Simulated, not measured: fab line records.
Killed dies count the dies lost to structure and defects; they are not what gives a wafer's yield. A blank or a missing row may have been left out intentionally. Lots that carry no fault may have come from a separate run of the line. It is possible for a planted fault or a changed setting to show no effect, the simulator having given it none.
fab line records	flow ritCmos	part 1 of 2: steps 1 to 28 of 38
[record] lots = 5	wafers = 15	lastDay = 7
route steps=202 shown ACTIVE@8 FOX1@20 FOX2@23 NWELL@28 PWELL@39
lots untouched by any fault: they come from a run of this same line in which no faults occurred
startH: the number of hours between the record's first day and the start of the first shown wafer of the lot	waitH: hours from the lot's prior step to this one	" repeats the value in the row above	L1.1+2: a single row standing in for several wafers	- either no value or no given start	* or withheld: withheld	< > ~ a bound
route shown NAME@n: a module of which the file shows steps, and the number in the route of the first	usual: mean/standard deviation of fault-free wafers	same: alike in all rows	chamber/n: place in a boat	sites: each site's reading	_std_site: the standard deviation of these	_edge_site: inner sites' mean taken away from outer sites' mean	radiusMm: how far each site lies from the wafer's centre	mask NAME#n: copy n	behind: the last tool/chamber to shape the wafer	hold: what put the lot on hold/how long, in hours/how the hold closed	device: names the non-switching transistor (n, p or np)	end of line: the route-end tests of the same wafers	a step without rows: its recipe alone	killed: dies lost to structure and defects at the first sort, not the wafer's yield	map: dies across one wafer; x = killed, . = not, _ = none there
set.NAME: the setting that was run; set.NAME@STEP: the one run at that earlier step	model.NAME: the simulator's own value behind a step, which no gauge read
lots at selected steps of the route; one table per step, one row per wafer
services: a tool's chamber out of use, with start hour (startH, from the record's first day; less than 0 if before it), hours out, and reason
[[steps]]
[step RIT_ACTIVE_SOFTBAKE_07]
[recipe] resist = NOVOLAK	tempC = 90	timeS = 60
[usual] exhaustPa = 45.0/0.93	heaterPowerTotalW = 34.57/0.052
lot.wafer	tool	chamber	startH	waitH	exhaustPa	heaterPowerTotalW
L078.2	lithoTrack-01	0	36.28	0.1	44.3	34.58
L078.3	"	0	"	"	45.5	34.51
L078.6	"	0	"	"	45.3	34.54
L088.2	lithoTrack-01	0	83.92	0.1	44.4	34.61
L088.4	"	0	"	"	43.7	34.52
L088.5	"	0	"	"	44.3	34.60
L094.1	lithoTrack-02	0	114.26	0.1	45.1	34.55
L094.2	"	0	"	"	45.3	34.51
L094.4	"	0	"	"	45.2	34.53
L096.1	lithoTrack-04	0	124.49	0.1	46.0	34.47
L096.2	"	0	"	"	45.7	34.64
L096.3	"	0	"	"	46.4	34.51
L097.2	lithoTrack-04	0	132.05	0.1	44.2	34.57
L097.3	"	0	"	"	44.1	34.55
L097.4	"	0	"	"	44.3	34.61
[step RIT_ACTIVE_EXPOSE_08]
[recipe] maskId = M1	na = 0.6	sourceShape = conventional	sigmaOuter = 0.6	targetCdNm = 1400	doseMj = 225
lot.wafer	tool	chamber	startH	waitH	mask
L078.2+3+6	ilineStepper-01	0	36.42	0.1	M1#0
L088.2+4+5	ilineStepper-01	0	84.18	0.2	M1#0
L094.1+2+4	ilineStepper-01	0	114.43	0.1	M1#0
L096.1+2+3	ilineStepper-01	0	124.77	0.2	M1#0
L097.2+3+4	ilineStepper-02	0	132.32	0.2	M1#0
[step RIT_ACTIVE_PEB_09]
[recipe] resist = NOVOLAK	tempC = withheld	timeS = withheld
[usual] exhaustPa = 44.8/0.94
lot.wafer	tool	chamber	startH	waitH	exhaustPa
L078.2	lithoTrack-04	0	36.54	0.1	45.7
L078.3	"	0	"	"	45.0
L078.6	"	0	"	"	45.1
L088.2	lithoTrack-04	0	84.31	0.1	45.4
L088.4	"	0	"	"	44.6
L088.5	"	0	"	"	42.9
L094.1	lithoTrack-04	0	114.54	0.1	44.3
L094.2	"	0	"	"	45.8
L094.4	"	0	"	"	45.9
L096.1	lithoTrack-01	0	124.88	0.1	45.0
L096.2	"	0	"	"	45.3
L096.3	"	0	"	"	44.0
L097.2	lithoTrack-04	0	132.44	0.1	44.8
L097.3	"	0	"	"	43.9
L097.4	"	0	"	"	44.7
[step RIT_ACTIVE_DEVELOP_10]
[recipe] resist = NOVOLAK	developTimeS = 50	devTempC = 23
[usual] exhaustPa = 45.2/0.89
lot.wafer	tool	chamber	startH	waitH	exhaustPa
L078.2	lithoTrack-04	0	-	-	45.6
L078.3	"	0	"	"	45.4
L078.6	"	0	"	"	44.9
L088.2	lithoTrack-04	0	-	-	43.8
L088.4	"	0	"	"	44.2
L088.5	"	0	"	"	44.4
L094.1	lithoTrack-04	0	-	-	46.5
L094.2	"	0	"	"	46.6
L094.4	"	0	"	"	46.0
L096.1	lithoTrack-01	0	-	-	44.9
L096.2	"	0	"	"	44.3
L096.3	"	0	"	"	44.9
L097.2	lithoTrack-04	0	-	-	46.1
L097.3	"	0	"	"	45.1
L097.4	"	0	"	"	46.1
[step RIT_ACTIVE_CD_MEAS_11]
[recipe] targetCdNm = 1400
[usual] cdNm = 1400.4/2.1
lot.wafer	tool	chamber	startH	waitH	cdNm
L078.2	cdSem-01	-	36.86	-	1400.6
L078.3	"	-	"	"	1401.0
L078.6	"	-	"	"	1400.4
L088.2	cdSem-01	-	84.58	-	1405.3
L088.4	"	-	"	"	1404.5
L088.5	"	-	"	"	1403.0
L094.1	cdSem-02	-	114.83	-	1400.9
L094.2	"	-	"	"	1400.8
L094.4	"	-	"	"	1397.6
L096.1	cdSem-01	-	125.17	-	1399.7
L096.2	"	-	"	"	1399.0
L096.3	"	-	"	"	1399.8
L097.2	cdSem-02	-	132.72	-	1404.3
L097.3	"	-	"	"	1402.0
L097.4	"	-	"	"	1402.4
[step RIT_ACTIVE_HARDBAKE_12]
[recipe] resist = NOVOLAK	tempC = 140	timeS = 60
[usual] exhaustPa = 45.1/0.93	heaterPowerTotalW = 62.54/0.051
lot.wafer	tool	chamber	startH	waitH	exhaustPa	heaterPowerTotalW
L078.2	lithoTrack-01	0	36.98	0.1	45.5	62.45
L078.3	"	0	"	"	44.6	62.58
L078.6	"	0	"	"	44.8	62.54
L088.2	lithoTrack-04	0	84.71	0.1	45.3	62.59
L088.4	"	0	"	"	43.3	62.52
L088.5	"	0	"	"	44.8	62.56
L094.1	lithoTrack-04	0	114.95	0.1	45.2	62.51
L094.2	"	0	"	"	44.9	62.44
L094.4	"	0	"	"	44.2	62.59
L096.1	lithoTrack-01	0	125.29	0.1	45.6	62.55
L096.2	"	0	"	"	44.5	62.52
L096.3	"	0	"	"	46.5	62.52
L097.2	lithoTrack-01	0	132.85	0.1	45.5	62.50
L097.3	"	0	"	"	43.9	62.45
L097.4	"	0	"	"	43.7	62.57
[step RIT_ACTIVE_ETCH_13]
[recipe] stopOn = SiO2	chemistry = SF6	target = Si3N4	timeS = 210	overEtchFrac = 0.4	SF6_flow_sccm = 200	pressureMtorr = 260	rfW = 125	targetDepthA = 2100
[usual] drypumpMotorCurrentA = 5.4/0.39	oesProductAu = 0.820/0.013	rfFwdPowerW = 124.5/0.43	throttleValvePct = 7.46/0.081
lot.wafer	tool	chamber	startH	waitH	drypumpMotorCurrentA	oesProductAu	rfFwdPowerW	rfHoursCounterH	throttleValvePct
L078.2	rieDiel-01	3	37.11	0.1	5.6	0.793	124.4	26	7.54
L078.3	"	0	"	"	4.9	0.796	125.1	164	7.44
L078.6	"	0	"	"	4.9	0.798	124.8	-	7.44
L088.2	rieDiel-03	3	84.83	0.1	5.1	0.835	124.0	58	7.41
L088.4	"	2	"	"	5.2	0.825	124.4	112	7.40
L088.5	"	0	"	"	5.3	0.833	125.1	-	7.46
L094.1	rieDiel-02	1	115.10	0.1	5.6	0.817	124.8	5	7.43
L094.2	"	0	"	"	5.4	0.817	125.0	129	7.51
L094.4	"	3	"	"	6.4	0.814	125.2	3	7.33
L096.1	rieDiel-02	1	125.44	0.1	5.7	0.826	124.7	5	7.42
L096.2	"	3	"	"	6.4	0.819	124.9	3	7.31
L096.3	"	0	"	"	5.4	0.826	124.5	130	7.51
L097.2	rieDiel-03	0	132.97	0.1	5.2	0.826	125.0	3	7.45
L097.3	"	1	"	"	5.6	0.817	124.2	0	7.51
L097.4	"	2	"	"	5.2	0.829	123.8	113	7.39
[step RIT_ACTIVE_STRIP_14]
[recipe] chemistry = O2	timeS = 180	resist = NOVOLAK	platenTempC = withheld	powerW = 500	pressureMtorr = 4000	o2FlowSccm = 4000
[usual] drypumpMotorCurrentA = 5.9/0.52	o2FlowSccm = 4001/14
lot.wafer	tool	chamber	startH	waitH	drypumpMotorCurrentA	o2FlowSccm	rfHoursCounterH
L078.2	plasmaAsher-03	1	37.24	0.1	5.1	3995	24
L078.3	"	1	"	"	5.1	3995	-
L078.6	"	0	"	"	5.2	3996	-
L088.2	plasmaAsher-03	1	84.97	0.1	5.1	3996	30
L088.4	"	1	"	"	5.1	4006	-
L088.5	"	0	"	"	5.2	4013	-
L094.1	plasmaAsher-02	1	115.23	0.1	6.4	4025	48
L094.2	"	0	"	"	6.5	4008	48
L094.4	"	1	"	"	6.4	4006	-
L096.1	plasmaAsher-03	0	125.57	0.1	5.2	4010	34
L096.2	"	1	"	"	5.1	4025	34
L096.3	"	0	"	"	5.2	4002	-
L097.2	plasmaAsher-03	1	133.11	0.1	5.1	4000	35
L097.3	"	1	"	"	5.1	4015	-
L097.4	"	0	"	"	5.2	3978	-
[step RIT_ACTIVE_CD_MEAS_90]
[recipe] targetCdNm = 1400
[usual] cdNm = 1400.4/2
lot.wafer	tool	chamber	startH	waitH	cdNm
L078.2	cdSem-01	-	37.45	0.1	1400.4
L078.3	"	-	"	"	1401.4
L078.6	"	-	"	"	1400.2
L088.2	cdSem-01	-	85.16	0.1	1405.3
L088.4	"	-	"	"	1404.7
L088.5	"	-	"	"	1402.8
L094.1	cdSem-02	-	115.40	0.1	1400.4
L094.2	"	-	"	"	1400.8
L094.4	"	-	"	"	1397.8
L096.1	cdSem-02	-	125.75	0.1	1399.1
L096.2	"	-	"	"	1399.0
L096.3	"	-	"	"	1400.1
L097.2	cdSem-01	-	133.30	0.1	1404.1
L097.3	"	-	"	"	1401.8
L097.4	"	-	"	"	1402.5
[step RIT_ACTIVE_CLEAN_15]
[recipe] chemistry = SC1	mix = 3:3:50	timeS = 600	tempC = 75
lot.wafer	tool	chamber	startH	waitH
L078.2+3+6	wetBench-01	2	37.55	0.1
L088.2+4+5	wetBench-02	2	85.26	0.1
L094.1+2+4	wetBench-02	3	115.52	0.1
L096.1+2+3	wetBench-03	3	125.87	0.1
L097.2+3+4	wetBench-03	0	133.40	0.1
[step RIT_ACTIVE_CLEAN_16]
[recipe] chemistry = dHF	dilution = 50:1	timeS = 30.51
lot.wafer	tool	chamber	startH	waitH
L078.2+3+6	wetBench-01	1	37.72	0.0
L088.2+4+5	wetBench-03	0	85.44	0.0
L094.1+2+4	wetBench-01	1	115.72	0.0
L096.1+2+3	wetBench-01	3	126.22	0.0
L097.2+3+4	wetBench-02	1	133.58	0.0
[step RIT_ACTIVE_CLEAN_17]
[recipe] chemistry = SC2	mix = 3:3:50	timeS = 600	tempC = 75	dry = n2Spin
lot.wafer	tool	chamber	startH	waitH
L078.2+3+6	wetBench-01	0	37.74	0.0
L088.2+4+5	wetBench-02	3	85.46	0.0
L094.1+2+4	wetBench-03	3	115.73	0.0
L096.1+2+3	wetBench-02	2	126.23	0.0
L097.2+3+4	wetBench-01	1	133.59	0.0
[step RIT_FOX1_OXIDATION_00]
[recipe] tempC = 1100	ambient = H2O	targetThkA = 3507	pH2oTorr = 720	oxTimeS = 1130
[usual] oxTempC = 1100.2/0.45	zonePowerSourcePct = 44/4.2
lot.wafer	tool	chamber	startH	waitH	oxTempC	zonePowerSourcePct
L078.2	furnace-04	0	38.12	0.2	1100.5	39
L078.3	"	0	"	"	1101.0	39
L078.6	"	0	"	"	1100.9	39
L088.2	furnace-04	0	87.90	2.3	1100.1	39
L088.4	"	0	"	"	1099.9	39
L088.5	"	0	"	"	1100.3	38
L094.1	furnace-04	0	117.52	1.6	1099.9	38
L094.2	"	0	"	"	1099.9	39
L094.4	"	0	"	"	1099.9	39
L096.1	furnace-04	0	128.69	2.3	1100.2	39
L096.2	"	0	"	"	1100.1	39
L096.3	"	0	"	"	1100.0	38
L097.2	furnace-01	0	133.77	0.0	1100.2	49
L097.3	"	0	"	"	1100.0	48
L097.4	"	0	"	"	1099.9	48
[step RIT_FOX1_THK_MEAS_01]
[recipe] reads = SiO2_of_FOX1_OXIDATION_00
[usual] FOX1_OXIDE_THK = 349/6.2
lot.wafer	tool	chamber	startH	waitH	FOX1_OXIDE_THK[nm]
L078.2	filmMetro-04	-	39.44	0.0	355
L078.3	"	-	"	"	354
L078.6	"	-	"	"	351
L088.2	filmMetro-01	-	89.22	0.0	343
L088.4	"	-	"	"	335
L088.5	"	-	"	"	338
L094.1	filmMetro-04	-	118.83	0.0	347
L094.2	"	-	"	"	353
L094.4	"	-	"	"	354
L096.1	filmMetro-03	-	130.00	0.0	354
L096.2	"	-	"	"	355
L096.3	"	-	"	"	349
L097.2	filmMetro-01	-	135.09	0.0	365
L097.3	"	-	"	"	363
L097.4	"	-	"	"	365
[step RIT_FOX1_WET_ETCH_02]
[recipe] chemistry = BOE	targetDepthNm = 350	timeS = 390	tempC = 21.5	dry = n2Spin	dilution = 10:1	target = SiO2
lot.wafer	tool	chamber	startH	waitH
L078.2+3+6	wetBench-04	0	39.49	0.0
L088.2+4+5	wetBench-01	3	89.27	0.0
L094.1+2+4	wetBench-03	0	118.89	0.1
L096.1+2+3	wetBench-01	3	130.06	0.1
L097.2+3+4	wetBench-03	1	135.14	0.0
[step RIT_FOX2_OXIDATION_00]
[recipe] tempC = 1100	ambient = H2O	targetThkA = 3507	pH2oTorr = 720	oxTimeS = 1130
[usual] oxTempC = 1100.1/0.47	zonePowerSourcePct = 44/3.9
lot.wafer	tool	chamber	startH	waitH	oxTempC	zonePowerSourcePct
L078.2	furnace-04	0	39.61	0.0	1099.6	39
L078.3	"	0	"	"	1101.0	39
L078.6	"	0	"	"	1099.7	40
L088.2	furnace-03	0	90.19	0.8	1100.8	46
L088.4	"	0	"	"	1100.7	47
L088.5	"	0	"	"	1100.6	46
L094.1	furnace-04	0	119.01	0.0	1100.0	39
L094.2	"	0	"	"	1100.0	39
L094.4	"	0	"	"	1099.9	39
L096.1	furnace-03	0	130.52	0.3	1100.5	48
L096.2	"	0	"	"	1100.9	46
L096.3	"	0	"	"	1101.0	46
L097.2	furnace-01	0	135.26	0.0	1099.4	47
L097.3	"	0	"	"	1099.2	47
L097.4	"	0	"	"	1099.1	48
[step RIT_FOX2_THK_MEAS_01]
[recipe] reads = SiO2_of_FOX2_OXIDATION_00
[usual] FOX2_OXIDE_THK = 353/6.4
lot.wafer	tool	chamber	startH	waitH	FOX2_OXIDE_THK[nm]
L078.2	filmMetro-02	-	40.93	0.0	370
L078.3	"	-	"	"	372
L078.6	"	-	"	"	362
L088.2	filmMetro-02	-	91.52	0.0	355
L088.4	"	-	"	"	357
L088.5	"	-	"	"	356
L094.1	filmMetro-03	-	120.32	0.0	350
L094.2	"	-	"	"	351
L094.4	"	-	"	"	353
L096.1	filmMetro-03	-	131.83	0.0	357
L096.2	"	-	"	"	360
L096.3	"	-	"	"	362
L097.2	filmMetro-03	-	136.58	0.0	360
L097.3	"	-	"	"	365
L097.4	"	-	"	"	366
[step RIT_FOX2_CLEAN_02]
[recipe] chemistry = dHF	dilution = 50:1	timeS = 180
lot.wafer	tool	chamber	startH	waitH
L078.2+3+6	wetBench-04	0	40.98	0.0
L088.2+4+5	wetBench-04	0	91.57	0.0
L094.1+2+4	wetBench-04	0	120.38	0.1
L096.1+2+3	wetBench-03	3	131.89	0.1
L097.2+3+4	wetBench-04	3	136.63	0.0
[step RIT_FOX2_WET_ETCH_03]
[recipe] chemistry = H3PO4	target = Si3N4	targetDepthNm = 195	tempC = 165	timeS = 2700
lot.wafer	tool	chamber	startH	waitH
L078.2+3+6	wetBench-02	1	41.04	0.0
L088.2+4+5	wetBench-02	3	91.63	0.0
L094.1+2+4	wetBench-03	1	120.44	0.0
L096.1+2+3	wetBench-02	1	131.95	0.0
L097.2+3+4	wetBench-03	2	136.69	0.0
[step RIT_FOX2_THK_MEAS_90]
[recipe] reads = SiO2_of_FOX2_OXIDATION_00
[usual] FIELD_OXIDE_LEFT_1_THK = 326/6.4
lot.wafer	tool	chamber	startH	waitH	FIELD_OXIDE_LEFT_1_THK[nm]
L078.2	filmMetro-01	-	41.81	0.0	343
L078.3	"	-	"	"	345
L078.6	"	-	"	"	335
L088.2	filmMetro-01	-	92.39	0.0	328
L088.4	"	-	"	"	329
L088.5	"	-	"	"	328
L094.1	filmMetro-02	-	121.20	0.0	322
L094.2	"	-	"	"	323
L094.4	"	-	"	"	326
L096.1	filmMetro-03	-	132.78	0.0	330
L096.2	"	-	"	"	333
L096.3	"	-	"	"	334
L097.2	filmMetro-02	-	137.46	0.0	333
L097.3	"	-	"	"	338
L097.4	"	-	"	"	339
[step RIT_NWELL_HMDS_00]
[recipe] primeTimeS = 61.17	primeTempC = 140
[usual] exhaustPa = 45.0/0.87
lot.wafer	tool	chamber	startH	waitH	exhaustPa
L078.2	lithoTrack-03	0	41.97	0.1	45.2
L078.3	"	0	"	"	44.6
L078.6	"	0	"	"	44.7
L088.2	lithoTrack-03	0	92.47	0.1	43.1
L088.4	"	0	"	"	43.8
L088.5	"	0	"	"	43.7
L094.1	lithoTrack-02	0	121.26	0.1	44.6
L094.2	"	0	"	"	44.8
L094.4	"	0	"	"	44.7
L096.1	lithoTrack-04	0	132.84	0.1	43.8
L096.2	"	0	"	"	43.9
L096.3	"	0	"	"	44.0
L097.2	lithoTrack-03	0	137.53	0.1	44.6
L097.3	"	0	"	"	46.2
L097.4	"	0	"	"	45.1
[step RIT_NWELL_COAT_01]
[recipe] resist = NOVOLAK	spinRpm = 2000	resistThkNm = 1300
[usual] exhaustPa = 44.9/0.94
lot.wafer	tool	chamber	startH	waitH	exhaustPa
L078.2	lithoTrack-03	0	42.12	0.1	45.6
L078.3	"	0	"	"	45.4
L078.6	"	0	"	"	44.6
L088.2	lithoTrack-03	0	92.62	0.1	44.4
L088.4	"	0	"	"	43.9
L088.5	"	0	"	"	43.8
L094.1	lithoTrack-02	0	121.41	0.1	45.3
L094.2	"	0	"	"	45.2
L094.4	"	0	"	"	44.9
L096.1	lithoTrack-04	0	132.99	0.1	44.0
L096.2	"	0	"	"	44.0
L096.3	"	0	"	"	46.2
L097.2	lithoTrack-03	0	137.68	0.1	44.2
L097.3	"	0	"	"	43.8
L097.4	"	0	"	"	43.8
[step RIT_NWELL_SOFTBAKE_02]
[recipe] resist = NOVOLAK	tempC = 90	timeS = 60
[usual] exhaustPa = 45.0/0.91	heaterPowerTotalW = 34.56/0.051
lot.wafer	tool	chamber	startH	waitH	exhaustPa	heaterPowerTotalW
L078.2	lithoTrack-03	0	42.27	0.1	44.1	34.46
L078.3	"	0	"	"	43.4	34.53
L078.6	"	0	"	"	44.9	34.59
L088.2	lithoTrack-03	0	92.77	0.1	45.6	34.57
L088.4	"	0	"	"	44.6	34.50
L088.5	"	0	"	"	44.8	34.53
L094.1	lithoTrack-02	0	121.56	0.1	43.4	34.57
L094.2	"	0	"	"	45.1	34.61
L094.4	"	0	"	"	45.6	34.51
L096.1	lithoTrack-04	0	133.14	0.1	45.3	34.66
L096.2	"	0	"	"	46.0	34.56
L096.3	"	0	"	"	45.5	34.50
L097.2	lithoTrack-03	0	137.83	0.1	45.8	34.57
L097.3	"	0	"	"	44.1	34.61
L097.4	"	0	"	"	45.6	34.59
[step RIT_NWELL_EXPOSE_03]
[recipe] maskId = M2	na = 0.57	targetCdNm = 43900	doseMj = 250
lot.wafer	tool	chamber	startH	waitH	mask
L078.2+3+6	ilineStepper-02	0	42.41	0.1	M2#0
L088.2+4+5	ilineStepper-01	0	93.04	0.2	M2#0
L094.1+2+4	ilineStepper-02	0	121.71	0.1	M2#0
L096.1+2+3	ilineStepper-02	0	133.42	0.2	M2#0
L097.2+3+4	ilineStepper-01	0	138.10	0.2	M2#0
[step RIT_NWELL_PEB_04]
[recipe] resist = NOVOLAK	tempC = withheld	timeS = withheld
[usual] exhaustPa = 45.1/0.84
lot.wafer	tool	chamber	startH	waitH	exhaustPa
L078.2	lithoTrack-02	0	42.53	0.1	44.4
L078.3	"	0	"	"	43.6
L078.6	"	0	"	"	45.6
L088.2	lithoTrack-04	0	93.16	0.1	43.4
L088.4	"	0	"	"	44.5
L088.5	"	0	"	"	43.6
L094.1	lithoTrack-02	0	121.83	0.1	45.0
L094.2	"	0	"	"	44.6
L094.4	"	0	"	"	45.1
L096.1	lithoTrack-02	0	133.53	0.1	45.0
L096.2	"	0	"	"	45.5
L096.3	"	0	"	"	44.0
L097.2	lithoTrack-03	0	138.27	0.1	45.6
L097.3	"	0	"	"	46.4
L097.4	"	0	"	"	46.0
[step RIT_NWELL_DEVELOP_05]
[recipe] resist = NOVOLAK	developTimeS = 68	devTempC = 23
[usual] exhaustPa = 45.1/0.95
lot.wafer	tool	chamber	startH	waitH	exhaustPa
L078.2	lithoTrack-02	0	-	-	45.2
L078.3	"	0	"	"	43.8
L078.6	"	0	"	"	45.0
L088.2	lithoTrack-04	0	-	-	44.6
L088.4	"	0	"	"	45.0
L088.5	"	0	"	"	45.0
L094.1	lithoTrack-02	0	-	-	46.2
L094.2	"	0	"	"	45.6
L094.4	"	0	"	"	45.5
L096.1	lithoTrack-02	0	-	-	44.5
L096.2	"	0	"	"	45.3
L096.3	"	0	"	"	46.0
L097.2	lithoTrack-03	0	-	-	45.2
L097.3	"	0	"	"	43.7
L097.4	"	0	"	"	44.3
[step RIT_NWELL_OVL_MEAS_06]
[usual] NWELL_OVL = -1.1/1.3
lot.wafer	tool	chamber	startH	waitH	NWELL_OVL[nm]
L078.2	overlay-02	-	42.83	-	0.1
L078.3	"	-	"	"	0.3
L078.6	"	-	"	"	1.0
L088.2	overlay-01	-	93.46	-	0.8
L088.4	"	-	"	"	0.2
L088.5	"	-	"	"	0.8
L094.1	overlay-01	-	122.14	-	-1.6
L094.2	"	-	"	"	-1.9
L094.4	"	-	"	"	0.7
L096.1	overlay-01	-	133.85	-	-1.0
L096.2	"	-	"	"	1.7
L096.3	"	-	"	"	0.0
L097.2	overlay-02	-	138.56	-	0.5
L097.3	"	-	"	"	-0.6
L097.4	"	-	"	"	0.6
[step RIT_NWELL_HARDBAKE_07]
[recipe] resist = NOVOLAK	tempC = 140	timeS = 120
[usual] exhaustPa = 45.0/0.83	heaterPowerTotalW = 52.03/0.068
lot.wafer	tool	chamber	startH	waitH	exhaustPa	heaterPowerTotalW
L078.2	lithoTrack-04	0	42.90	0.1	45.2	52.13
L078.3	"	0	"	"	47.0	51.94
L078.6	"	0	"	"	45.9	52.01
L088.2	lithoTrack-02	0	93.53	0.1	44.1	51.94
L088.4	"	0	"	"	44.7	51.88
L088.5	"	0	"	"	45.2	52.09
L094.1	lithoTrack-03	0	122.18	0.0	45.1	51.96
L094.2	"	0	"	"	46.6	52.02
L094.4	"	0	"	"	46.2	52.13
L096.1	lithoTrack-02	0	133.88	0.0	45.5	52.06
L096.2	"	0	"	"	46.0	51.98
L096.3	"	0	"	"	46.4	52.05
L097.2	lithoTrack-03	0	138.63	0.1	45.5	52.01
L097.3	"	0	"	"	46.5	52.07
L097.4	"	0	"	"	44.8	52.05
